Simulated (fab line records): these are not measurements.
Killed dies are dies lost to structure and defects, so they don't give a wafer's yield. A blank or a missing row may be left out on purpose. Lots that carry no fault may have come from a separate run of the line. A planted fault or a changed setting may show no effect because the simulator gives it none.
Split-lot experiment || flow berkeleyCmos170 || 5 lots, 23 wafers read, on a route of 331 steps

== ABOUT THE SPLIT ==
At UCB170_PWELL_IMPLANT_15, the setting doseCm2 was moved away from the recipe's 5e+12 on 8 of the 23 wafers read, by -7.3% to +5.7%. For the rest of the wafers, this setting stayed at what the recipe calls for.

== SPLIT TO READING: what lies between them in the file, 1 step ==
- UCB170_PWELL_STRIP_16: strips in O2

== THE READING ==
PWELL_TW, at UCB170_PWELL_TW_MEAS_17. A value of 376.6 with a standard deviation of 1.7 is what fault-free wafers of this fab line usually give.

{"wafer": "L074.1", "tool, chamber at the split": "implanter-01, 0", "doseCm2 as run": 5e+12, "against the recipe": "recipe", "PWELL_TW": 377.6, "against lot-mates on the recipe": "-"}
{"wafer": "L074.2", "tool, chamber at the split": "implanter-01, 0", "doseCm2 as run": 5.283e+12, "against the recipe": "+5.7%", "PWELL_TW": 382.8, "against lot-mates on the recipe": "+5.8"}
{"wafer": "L074.3", "tool, chamber at the split": "implanter-01, 0", "doseCm2 as run": 5.283e+12, "against the recipe": "+5.7%", "PWELL_TW": 383.8, "against lot-mates on the recipe": "+6.8"}
{"wafer": "L074.5", "tool, chamber at the split": "implanter-01, 0", "doseCm2 as run": 5e+12, "against the recipe": "recipe", "PWELL_TW": 376.8, "against lot-mates on the recipe": "-"}
{"wafer": "L074.6", "tool, chamber at the split": "implanter-01, 0", "doseCm2 as run": 5e+12, "against the recipe": "recipe", "PWELL_TW": 376.6, "against lot-mates on the recipe": "-"}
{"wafer": "L077.3", "tool, chamber at the split": "implanter-01, 0", "doseCm2 as run": 5e+12, "against the recipe": "recipe", "PWELL_TW": 375.4, "against lot-mates on the recipe": "-"}
{"wafer": "L077.4", "tool, chamber at the split": "implanter-01, 0", "doseCm2 as run": 5e+12, "against the recipe": "recipe", "PWELL_TW": 375.6, "against lot-mates on the recipe": "-"}
{"wafer": "L077.6", "tool, chamber at the split": "implanter-01, 0", "doseCm2 as run": 5e+12, "against the recipe": "recipe", "PWELL_TW": 375.8, "against lot-mates on the recipe": "-"}
{"wafer": "L078.1", "tool, chamber at the split": "implanter-01, 0", "doseCm2 as run": 5.263e+12, "against the recipe": "+5.3%", "PWELL_TW": 379.5, "against lot-mates on the recipe": "+4.7"}
{"wafer": "L078.2", "tool, chamber at the split": "implanter-01, 0", "doseCm2 as run": 5e+12, "against the recipe": "recipe", "PWELL_TW": 375.9, "against lot-mates on the recipe": "-"}
{"wafer": "L078.3", "tool, chamber at the split": "implanter-01, 0", "doseCm2 as run": 5e+12, "against the recipe": "recipe", "PWELL_TW": 373.5, "against lot-mates on the recipe": "-"}
{"wafer": "L078.4", "tool, chamber at the split": "implanter-01, 0", "doseCm2 as run": 5.263e+12, "against the recipe": "+5.3%", "PWELL_TW": 381.9, "against lot-mates on the recipe": "+7.1"}
{"wafer": "L078.5", "tool, chamber at the split": "implanter-01, 0", "doseCm2 as run": 5e+12, "against the recipe": "recipe", "PWELL_TW": 374.9, "against lot-mates on the recipe": "-"}
{"wafer": "L080.1", "tool, chamber at the split": "implanter-01, 0", "doseCm2 as run": 5e+12, "against the recipe": "recipe", "PWELL_TW": 374.0, "against lot-mates on the recipe": "-"}
{"wafer": "L080.2", "tool, chamber at the split": "implanter-01, 0", "doseCm2 as run": 5e+12, "against the recipe": "recipe", "PWELL_TW": 374.8, "against lot-mates on the recipe": "-"}
{"wafer": "L080.4", "tool, chamber at the split": "implanter-01, 0", "doseCm2 as run": 4.634e+12, "against the recipe": "-7.3%", "PWELL_TW": 368.3, "against lot-mates on the recipe": -7.0}
{"wafer": "L080.5", "tool, chamber at the split": "implanter-01, 0", "doseCm2 as run": 5e+12, "against the recipe": "recipe", "PWELL_TW": 377.2, "against lot-mates on the recipe": "-"}
{"wafer": "L080.6", "tool, chamber at the split": "implanter-01, 0", "doseCm2 as run": 4.634e+12, "against the recipe": "-7.3%", "PWELL_TW": 367.7, "against lot-mates on the recipe": -7.6}
{"wafer": "L085.1", "tool, chamber at the split": "implanter-03, 0", "doseCm2 as run": 5e+12, "against the recipe": "recipe", "PWELL_TW": 379.9, "against lot-mates on the recipe": "-"}
{"wafer": "L085.2", "tool, chamber at the split": "implanter-03, 0", "doseCm2 as run": 5.14e+12, "against the recipe": "+2.8%", "PWELL_TW": 380.9, "against lot-mates on the recipe": "+1.9"}
{"wafer": "L085.3", "tool, chamber at the split": "implanter-03, 0", "doseCm2 as run": 5e+12, "against the recipe": "recipe", "PWELL_TW": 378.3, "against lot-mates on the recipe": "-"}
{"wafer": "L085.4", "tool, chamber at the split": "implanter-03, 0", "doseCm2 as run": 5e+12, "against the recipe": "recipe", "PWELL_TW": 378.7, "against lot-mates on the recipe": "-"}
{"wafer": "L085.6", "tool, chamber at the split": "implanter-03, 0", "doseCm2 as run": 5.14e+12, "against the recipe": "+2.8%", "PWELL_TW": 380.6, "against lot-mates on the recipe": "+1.6"}

THE FIT
A straight line over all 23 wafers: PWELL_TW changes by +1.12 for each +1% of doseCm2; r = +0.92; the points scatter about the line by 1.6.
The same after taking each lot's own level away (the mean of its wafers on the recipe; 23 wafers): +1.04 for each +1%; r = +0.97; scatter 0.91.
That fit puts the effect of the largest move of doseCm2 on the reading at 7.6.
From 374.77 to 378.97: that is the span of the lots' own levels, equal to 2.5 times the standard deviation above.
The two slopes agree, so the slope changes little with the lot-to-lot level.
Check: with one of the wafers moved furthest among these (-7.3%) left out of the fit, the line predicts -7.82 for it against its lot-mates. It came out at -7.03 against them.

== OTHER SPLITS ON THESE WAFERS ==
Note: prior to the reading, these wafers also went through further splits. Each is held against what the fit with the lots' levels taken away leaves over:
{"other split on the same wafers": "UCB170_ZERO_STRIP_07 o2FlowSccm", "wafers away from the commonest value": 12, "r with PWELL_TW (lot level and that fit taken away)": -0.30}
{"other split on the same wafers": "UCB170_NWELL_IMPLANT_14 energyKev", "wafers away from the commonest value": 9, "r with PWELL_TW (lot level and that fit taken away)": -0.12}
{"other split on the same wafers": "UCB170_PWELL_COAT_08 spinRpm", "wafers away from the commonest value": 10, "r with PWELL_TW (lot level and that fit taken away)": "+0.03"}

== FILE'S OWN FIT ==
PWELL_TW changes by +1.03 for each +1% of doseCm2, r = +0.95.
